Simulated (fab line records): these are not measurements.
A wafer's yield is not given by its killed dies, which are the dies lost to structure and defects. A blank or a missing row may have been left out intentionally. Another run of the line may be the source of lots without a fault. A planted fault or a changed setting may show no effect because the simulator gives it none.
fab line records | flow berkeley-cmos170
record lots=14 wafers=42 last-day=12
route steps=331 shown ZERO@13 PLDD@150 PSD@179
lots that met no fault: taken from a fault-free run of the same line
start-h: start of the lot's first displayed wafer, in hours after the record's first day | wait-h: hours from the lot's prior step to this one | " the same as in the row above | L1.1+2: one row covering several wafers at once | - no value, or no start was given | * or withheld: withheld | < > ~ a bound
route shown NAME@n: names a module that has steps shown in the file, with the first one's number in the route | usual: mean/standard deviation taken from wafers without a fault | same: alike in all rows | chamber/n: place in a boat | sites: per-site readings | _std_site: their standard deviation | _edge_site: inner sites' mean taken away from outer sites' mean | radius-mm: how far each site lies from the wafer's centre | mask NAME#n: copy n | behind: the most recent tool/chamber to have shaped the wafer | hold: why the lot went on hold/how many hours it stayed there/how the hold came to an end | device: the transistor (n, p or np) that didn't switch | end of line: the route-end tests of the same wafers | a step with no rows: only its recipe | killed: at the first sort, the dies lost to defects and structure; wafer yield is something else | map: the dies of a wafer, with x for killed, . for not killed, _ for no die there
set.NAME: the setting the step ran with; set.NAME@STEP: the setting that earlier step ran with | model.NAME: the simulator's own value behind a step, which no gauge read
a sample of lots followed through the steps of the route, with each step as a table and each wafer as a row
services: the hour from which a tool's chamber was out of use, counted from the record's first day as start-h (under 0 if before that day), plus the number of hours and why
## steps
# step UCB170_ZERO_STRIP_07
# recipe chemistry=O2 power-w=400 pressure-mtorr=3500 platen-temp-c=withheld o2-flow-sccm=400 overash-fraction=0.5
# usual drypump-motor-current-A=5.9/0.58 oes-product-au=0.727/0.0044 strip-time-to-endpoint-s=21.51/0.059
# columns lot.wafer tool chamber start-h wait-h drypump-motor-current-A oes-product-au rf-hours-counter-h strip-time-to-endpoint-s
L787.1 plasma-asher-02 1 21.87 0.0 6.3 0.734 31 21.54
L787.2 " 0 " " 5.2 0.722 31 21.47
L787.4 " 0 " " 5.2 0.731 - 21.51
L788.1 plasma-asher-04 1 26.31 0.0 5.8 0.726 29 21.49
L788.3 " 1 " " 5.9 0.723 - 21.48
L788.4 " 0 " " 6.6 0.729 - 21.51
L790.1 plasma-asher-02 0 38.13 0.0 5.1 0.722 33 21.49
L790.4 " 0 " " 5.1 0.727 - 21.52
L790.5 " 1 " " 6.3 0.727 - 21.47
L791.1 plasma-asher-04 0 44.95 0.0 6.6 0.724 31 21.51
L791.4 " 1 " " 5.9 0.725 - 21.46
L791.6 " 0 " " 6.6 0.729 - 21.55
L792.1 plasma-asher-01 0 48.21 0.0 5.0 0.732 34 21.57
L792.3 " 0 " " 5.0 0.722 - 21.49
L792.6 " 1 " " 5.1 0.728 - 21.54
L794.1 plasma-asher-04 1 60.40 0.0 5.8 0.731 33 21.51
L794.2 " 0 " " 6.6 0.727 33 21.47
L794.3 " 1 " " 5.9 0.725 - 21.46
L795.1 plasma-asher-02 0 65.02 0.0 5.2 0.725 35 21.55
L795.2 " 1 " " 6.3 0.733 35 21.47
L795.6 " 1 " " 6.3 0.720 - 21.55
L796.2 plasma-asher-04 1 67.92 0.0 5.9 0.723 34 21.59
L796.3 " 1 " " 5.8 0.727 - 21.54
L796.6 " 1 " " 5.9 0.725 - 21.64
L798.2 plasma-asher-01 0 82.95 0.0 5.0 0.728 38 21.55
L798.4 " 1 " " 5.1 0.734 - 21.55
L798.6 " 0 " " 5.0 0.728 - 21.51
L803.2 plasma-asher-04 0 109.03 0.0 6.6 0.722 39 21.53
L803.4 " 0 " " 6.6 0.735 - 21.53
L803.6 " 1 " " 5.9 0.726 - 21.51
L804.3 plasma-asher-04 1 109.31 0.0 5.9 0.729 - 21.51
L804.4 " 0 " " 6.6 0.724 - 21.43
L804.5 " 0 " " 6.6 0.728 - 21.49
L805.2 plasma-asher-02 1 118.20 0.0 6.3 0.723 0 21.42
L805.3 " 1 " " 6.3 0.731 - 21.46
L805.6 " 1 " " 6.3 0.726 - 21.42
L806.3 plasma-asher-04 1 122.77 0.0 5.8 0.725 - 21.46
L806.5 " 0 " " 6.5 0.726 - 21.52
L806.6 " 1 " " 5.8 0.722 - 21.50
L808.2 plasma-asher-04 1 135.95 0.0 5.9 0.718 42 21.51
L808.3 " 0 " " 6.6 0.729 - 21.47
L808.5 " 1 " " 5.9 0.729 - 21.48
# step UCB170_PLDD_DEVELOP_05
# recipe developer=TMAH develop-time-s=45 resist=KrF dev-temp-c=21
# usual chill-plate-temp-C=23.01/0.09 develop-time-s=45/0
# columns lot.wafer tool chamber start-h wait-h chill-plate-temp-C develop-time-s
L787.1 litho-track-03 0 143 - 23.06 45
L787.2 " 0 " " 22.96 45
L787.4 " 0 " " 22.99 45
L788.1 litho-track-02 0 151 - 23.15 45
L788.3 " 0 " " 23.07 45
L788.4 " 0 " " 23.08 45
L790.1 litho-track-04 0 155 - 22.94 45
L790.4 " 0 " " 23.04 45
L790.5 " 0 " " 23.19 45
L791.1 litho-track-04 0 162 - 23.11 45
L791.4 " 0 " " 22.99 45
L791.6 " 0 " " 22.99 45
L792.1 litho-track-02 0 163 - 22.99 45
L792.3 " 0 " " 23.01 45
L792.6 " 0 " " 23.04 45
L794.1 litho-track-04 - 173 - - -
L794.2 " - " " - -
L794.3 " - " " - -
L796.2 litho-track-03 - 173 - - -
L796.3 " - " " - -
L796.6 " - " " - -
L795.1 litho-track-04 0 173 - 23.07 45
L795.2 " 0 " " 23.10 45
L795.6 " 0 " " 23.12 45
L798.2 litho-track-02 0 198 - 22.89 45
L798.4 " 0 " " 23.05 45
L798.6 " 0 " " 23.02 45
L803.2 litho-track-04 0 225 - 23.15 45
L803.4 " 0 " " 23.01 45
L803.6 " 0 " " 22.95 45
L804.3 litho-track-03 0 225 - 23.00 45
L804.4 " 0 " " 22.95 45
L804.5 " 0 " " 23.01 45
L805.2 litho-track-03 0 240 - 22.91 45
L805.3 " 0 " " 22.95 45
L805.6 " 0 241 - 22.87 45
L806.3 litho-track-03 0 241 - 23.12 45
L806.5 " 0 " " 22.84 45
L806.6 " 0 " " 23.05 45
L808.2 litho-track-02 0 252 - 23.02 45
L808.3 " 0 " " 23.08 45
L808.5 " 0 " " 23.01 45
# step UCB170_PSD_PEB_04
# recipe peb-temp-c=130 peb-time-s=withheld resist=KrF
# usual heater-power-total-W=56.88/0.044 plate-sensor-t-centre-C=131.41/0.0091 plate-sensor-t-edge-C=131.53/0.011
# columns lot.wafer tool chamber start-h wait-h heater-power-total-W plate-sensor-t-centre-C plate-sensor-t-edge-C
L787.1 litho-track-04 0 154.06 0.2 56.98 131.41 131.53
L787.2 " 0 " " 56.90 131.41 131.55
L787.4 " 0 " " 56.95 131.4 131.54
L788.1 litho-track-04 0 160.77 0.5 56.82 131.41 131.52
L788.3 " 0 " " 56.82 131.43 131.54
L788.4 " 0 " " 56.87 131.4 131.54
L790.1 litho-track-04 0 163.29 0.4 56.90 131.43 131.54
L790.4 " 0 " " 56.87 131.41 131.53
L790.5 " 0 " " 56.92 131.4 131.52
L791.1 litho-track-04 0 168.49 0.3 56.89 131.41 131.53
L791.4 " 0 " " 56.85 131.41 131.52
L791.6 " 0 " " 56.92 131.41 131.54
L792.1 litho-track-01 0 171.03 0.3 56.92 131.4 131.53
L792.3 " 0 " " 56.89 131.39 131.54
L792.6 " 0 " " 56.92 131.41 131.52
L794.1 litho-track-01 0 181.42 0.1 56.88 131.4 131.53
L794.2 " 0 " " 56.89 131.41 131.52
L794.3 " 0 " " 56.87 131.41 131.55
L796.2 litho-track-04 0 181.56 0.1 56.88 131.41 131.51
L796.3 " 0 " " 56.84 131.4 131.56
L796.6 " 0 " " 56.86 131.41 131.53
L795.1 litho-track-03 0 181.65 0.1 56.97 131.42 131.53
L795.2 " 0 " " 56.86 131.41 131.54
L795.6 " 0 " " 56.94 131.4 131.53
L798.2 litho-track-03 0 213.53 0.1 56.87 131.42 131.52
L798.4 " 0 " " 56.86 131.4 131.53
L798.6 " 0 " " 56.88 131.42 131.54
L803.2 litho-track-03 0 232.28 0.1 56.92 131.41 131.54
L803.4 " 0 " " 56.89 131.39 131.55
L803.6 " 0 " " 56.87 131.42 131.52
L804.3 litho-track-03 0 232.58 0.3 56.83 131.41 131.54
L804.4 " 0 " " 56.87 131.42 131.54
L804.5 " 0 " " 56.82 131.4 131.52
L805.2 litho-track-04 0 249.07 0.1 56.86 131.4 131.55
L805.3 " 0 " " 56.97 131.41 131.53
L805.6 " 0 " " 56.85 131.38 131.54
L806.3 litho-track-03 0 249.53 0.2 56.95 131.41 131.54
L806.5 " 0 " " 56.91 131.41 131.54
L806.6 " 0 " " 56.86 131.4 131.53
L808.2 litho-track-04 0 264.42 1.0 56.89 131.39 131.53
L808.3 " 0 " " 56.91 131.41 131.53
L808.5 " 0 " " 56.90 131.39 131.55
# step UCB170_PSD_CD_MEAS_06
# recipe target-cd-nm=1200
# usual cd-nm=1200.1/1.1
# columns lot.wafer tool chamber start-h wait-h cd-nm
L787.1 cd-sem-01 - 154.33 - 1202.3
L787.2 " - " " 1200.6
L787.4 " - " " 1201.1
L788.1 cd-sem-01 - 161.05 - 1199.6
L788.3 " - " " 1199.7
L788.4 " - " " 1198.4
L790.1 cd-sem-02 - 163.56 - 1199.9
L790.4 " - " " 1199.4
L790.5 " - " " 1199.6
L791.1 cd-sem-01 - 168.76 - 1198.7
L791.4 " - " " 1199.3
L791.6 " - " " 1198.6
L792.1 cd-sem-02 - 171.38 - 1199.8
L792.3 " - " " 1200.3
L792.6 " - " " 1200.0
L794.1 cd-sem-02 - 181.70 - 1200.4
L794.2 " - " " 1200.3
L794.3 " - " " 1199.2
L796.2 cd-sem-01 - 181.83 - 1202.6
L796.3 " - " " 1201.3
L796.6 " - " " 1201.9
L795.1 cd-sem-02 - 181.93 - 1201.3
L795.2 " - " " 1200.8
L795.6 " - " " 1201.0
L798.2 cd-sem-02 - 213.80 - 1201.1
L798.4 " - " " 1201.0
L798.6 " - " " 1202.1
L803.2 cd-sem-01 - 232.55 - 1198.8
L803.4 " - " " 1200.8
L803.6 " - " " 1200.6
L804.3 cd-sem-02 - 232.85 - 1199.9
L804.4 " - " " 1198.3
L804.5 " - " " 1199.4
L805.2 cd-sem-01 - 249.34 - 1198.8
L805.3 " - " " 1199.8
L805.6 " - " " 1198.8
L806.3 cd-sem-01 - 249.80 - 1199.1
L806.5 " - " " 1198.7
L806.6 " - " " 1201.1
L808.2 cd-sem-02 - 264.69 - 1201.6
L808.3 " - " " 1201.3
L808.5 " - " " 1199.8
## services
# columns tool chamber start-h hours kind
plasma-asher-01 - 8.50 2.8 pm
plasma-asher-02 - 47.84 6.2 repair
plasma-asher-01 - 101.67 28.1 pm
plasma-asher-02 - 108.75 9.0 pm
plasma-asher-02 0 108.75 9.0 vent-cycle
plasma-asher-02 1 108.75 9.0 vent-cycle
plasma-asher-02 0 117.75 - clean
plasma-asher-02 1 117.75 - clean
litho-track-02 - 170.91 - consumable-replace:filter
plasma-asher-02 - 199.08 1.6 repair
## key
first-sign step=UCB170_PLDD_DEVELOP_05 reading=tool-record direction=missing
effect none on later readings
met-at UCB170_PLDD_DEVELOP_05
struck-lots L794,L796
sort-left-out L794.1,L794.2,L794.3,L796.2,L796.3,L796.6
tester-left-out L794,L796
not-acting-at UCB170_ZERO_STRIP_07,UCB170_PSD_PEB_04,UCB170_PSD_CD_MEAS_06
onset-between 162 173
fault kind=skipped-step-whole tool=litho-track-03,litho-track-04 chamber=- onset-h=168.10 steps=UCB170_PLDD_DEVELOP_05 scope=struck-lots-only
# tester-left-out: of these lots the tester's yield and bins aren't shown, on N5 and GAA mostly nor the transistor test; their killed dies are dies lost to structure and defects alone, not to doping, threshold or leakage, so they don't give the yield
# sort-left-out: the simulated sort isn't trusted on such a fault, so these wafers' sort isn't shown, and their yield isn't known
